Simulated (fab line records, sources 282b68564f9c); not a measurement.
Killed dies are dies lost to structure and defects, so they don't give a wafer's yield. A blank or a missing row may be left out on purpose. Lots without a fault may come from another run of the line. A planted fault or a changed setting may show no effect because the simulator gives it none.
Which tool did it? | flow rit_cmos | 14 lots, 42 wafers sampled, at 3 steps of a route of 202

WHAT THE GAUGES READ, wafer by wafer
RIT_PLDD_TW_MEAS_10. Usual: PLDD_TW 2387, standard deviation 13.
lot  | measured    | on            | PLDD_TW                       | flag
L225 | day 2 22:11 | film_metro-03 | 2382 2375 2383                |
L232 | day 4 09:33 | film_metro-03 | 2381 2371 2375                |
L233 | day 4 17:35 | film_metro-03 | 2377 2372 2380                |
L234 | day 4 18:49 | film_metro-02 | 2387 2381 2372                |
L235 | day 5 02:11 | film_metro-04 | 2402 2393 2406                |
L236 | day 5 08:49 | film_metro-02 | 2381 2390 2394                |
L237 | day 5 14:32 | film_metro-03 | 2370 2382 2380                |
L238 | day 5 17:20 | film_metro-03 | 2378 2381 2385                |
L239 | day 5 17:56 | film_metro-04 | 2402 2399 2409                |
L243 | day 6 17:29 | film_metro-04 | 2403 2403 2418                |
L244 | day 6 19:11 | film_metro-03 | 1923 1914 1909 1919 1906 1916 | OFF
L245 | day 7 05:03 | film_metro-04 | 1921 1929 1921 1926 1918 1933 | OFF
L247 | day 7 14:56 | film_metro-04 | 2395 2387 2401                |
L248 | day 7 18:52 | film_metro-02 | 2399 2383 2388                |

RIT_SDANNEAL_RS_MEAS_06: measures by four-point-probe. Usual: PLDD_RS 178.8 ohm/sq, standard deviation 0.45.
lot  | measured    | on            | PLDD_RS (ohm/sq)                    | flag
L225 | day 3 05:08 | film_metro-03 | 178.7 178.8 178.7                   |
L232 | day 4 15:45 | film_metro-04 | 179.8 179.3 179.2                   |
L233 | day 4 23:54 | film_metro-04 | 178.5 178.5 178.8                   |
L234 | day 5 01:17 | film_metro-04 | 179.1 179.3 179.8                   |
L235 | day 5 08:37 | film_metro-03 | 178.6 178.2 178.3                   |
L236 | day 5 16:49 | film_metro-02 | 178.6 178.6 178.4                   |
L237 | day 5 20:46 | film_metro-02 | 178.8 178.5 178.5                   |
L238 | day 5 23:25 | film_metro-03 | 178.6 178.7 178.7                   |
L239 | day 6 01:05 | film_metro-03 | 179.0 178.5 178.5                   |
L243 | day 6 23:35 | film_metro-04 | 178.2 178.8 178.4                   |
L244 | day 7 06:47 | film_metro-03 | 302.5 302.5 302.3 302.7 303.3 302.4 | OFF
L245 | day 7 15:08 | film_metro-03 | 303.8 300.2 303.0 305.0 300.8 302.7 | OFF
L247 | day 7 21:11 | film_metro-02 | 177.7 179.0 178.5                   |
L248 | day 8 01:11 | film_metro-03 | 179.2 179.2 179.3                   |

WHICH TOOL RAN EACH LOT (tool, then ch and the chambers of the sampled wafers, then the start)
lot  | RIT_PLDD_IMPLANT_08
L225 | implanter-01 ch 0, day 2 21:54
L232 | implanter-04 ch 0, day 4 09:13
L233 | implanter-02 ch 0, day 4 17:16
L234 | implanter-01 ch 0, day 4 18:31
L235 | implanter-02 ch 0, day 5 01:51
L236 | implanter-01 ch 0, day 5 08:30
L237 | implanter-02 ch 0, day 5 14:14
L238 | implanter-01 ch 0, day 5 17:01
L239 | implanter-02 ch 0, day 5 17:37
L243 | implanter-04 ch 0, day 6 17:10
L244 | implanter-02 ch 0, day 6 18:55
L245 | implanter-02 ch 0, day 7 04:44
L247 | implanter-01 ch 0, day 7 14:37
L248 | implanter-04 ch 0, day 7 18:33
- RIT_PLDD_IMPLANT_08

WHAT THE TOOLS THEMSELVES READ (means of the sampled wafers that have a number; where no wafer has one, the mark that the record gives instead)
RIT_PLDD_IMPLANT_08. Usual: dose_ions_cm2 9.001e+14, standard deviation 1e+12; end_station_pressure_torr 7.3e-06 Torr, standard deviation 3.5e-07; faraday_current_uA 2829, standard deviation 57; tilt_deg 7.006 degrees, standard deviation 0.018.
lot  | tool         | dose_ions_cm2 | end_station_pressure_torr (Torr) | faraday_current_uA | tilt_deg (degrees) | flag
L225 | implanter-01 | 9.014e+14     | 7.4e-06                          | 2841               | 7.014              |
L232 | implanter-04 | 8.995e+14     | 7.2e-06                          | 2756               | 7.039              |
L233 | implanter-02 | 8.994e+14     | 7.4e-06                          | 2819               | 6.980              |
L234 | implanter-01 | 8.996e+14     | 7.2e-06                          | 2841               | 7.014              |
L235 | implanter-02 | 8.993e+14     | 7.2e-06                          | 2813               | 7.027              |
L236 | implanter-01 | 9.015e+14     | 7.4e-06                          | 2829               | 6.997              |
L237 | implanter-02 | 9.015e+14     | 7.2e-06                          | 2852               | 6.976              |
L238 | implanter-01 | 9.004e+14     | 7.1e-06                          | 2806               | 7.000              |
L239 | implanter-02 | 9.010e+14     | 6.8e-06                          | 2786               | 7.008              |
L243 | implanter-04 | 9.011e+14     | 7.7e-06                          | 2841               | 7.011              |
L244 | implanter-02 | 4.065e+14     | 5.8e-06                          | 1276               | 7.012              | OFF
L245 | implanter-02 | 4.073e+14     | 6.2e-06                          | 1272               | 7.005              | OFF
L247 | implanter-01 | 9.001e+14     | 7.3e-06                          | 2858               | 7.007              |
L248 | implanter-04 | 8.995e+14     | 7.2e-06                          | 2867               | 7.012              |

THE ANSWER, worked out from the rows above alone
Rule: a lot is off if the mean of its wafers that have a number lies more than 3 standard deviations from the usual mean. A lot without any number at a reading at which 4 lots or more have one is off too. The other lots that the step has rows for count as sound. The gauges are gone through in route order, then the tools' own readings, and for those a lot's mean is taken as printed above. The first step at which some lot is off is used, and at that step the reading that is off furthest; a lot without a number counts as furthest.
Off: L244, L245, at RIT_PLDD_TW_MEAS_10 (PLDD_TW).
A tool fits if, at a process step before that reading, it ran every lot that is off, and no sound lot after the first of them. The gauges at RIT_PLDD_TW_MEAS_10 aren't tried: what is off there is off at RIT_PLDD_IMPLANT_08 too, on other tools, and a gauge's error can't cause that. One fits: implanter-02 at RIT_PLDD_IMPLANT_08. Its last sound lot is L239 (day 5 17:37), its first lot that is off L244 (day 6 18:55): a fault that began between those two fits.
The tool's own readings at RIT_PLDD_IMPLANT_08 bear it out: on the lots that are off they differ by more than 5 times the standard deviation of the sound lots' means. dose_ions_cm2 reads 4.069e+14 there against 9.004e+14 on the sound lots; end_station_pressure_torr reads 6.0e-06 Torr there against 7.3e-06 Torr on the sound lots; faraday_current_uA reads 1274 there against 2826 on the sound lots.

WHAT THE SIMULATOR HAD PUT IN
Process parameter drift: implanter-02, from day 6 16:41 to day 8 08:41, at RIT_PLDD_IMPLANT_08. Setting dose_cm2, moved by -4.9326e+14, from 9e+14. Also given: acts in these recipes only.
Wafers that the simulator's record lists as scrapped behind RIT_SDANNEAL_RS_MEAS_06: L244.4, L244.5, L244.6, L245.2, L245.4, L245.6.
Lots struck among those shown: L244, L245. The rule above found the same.
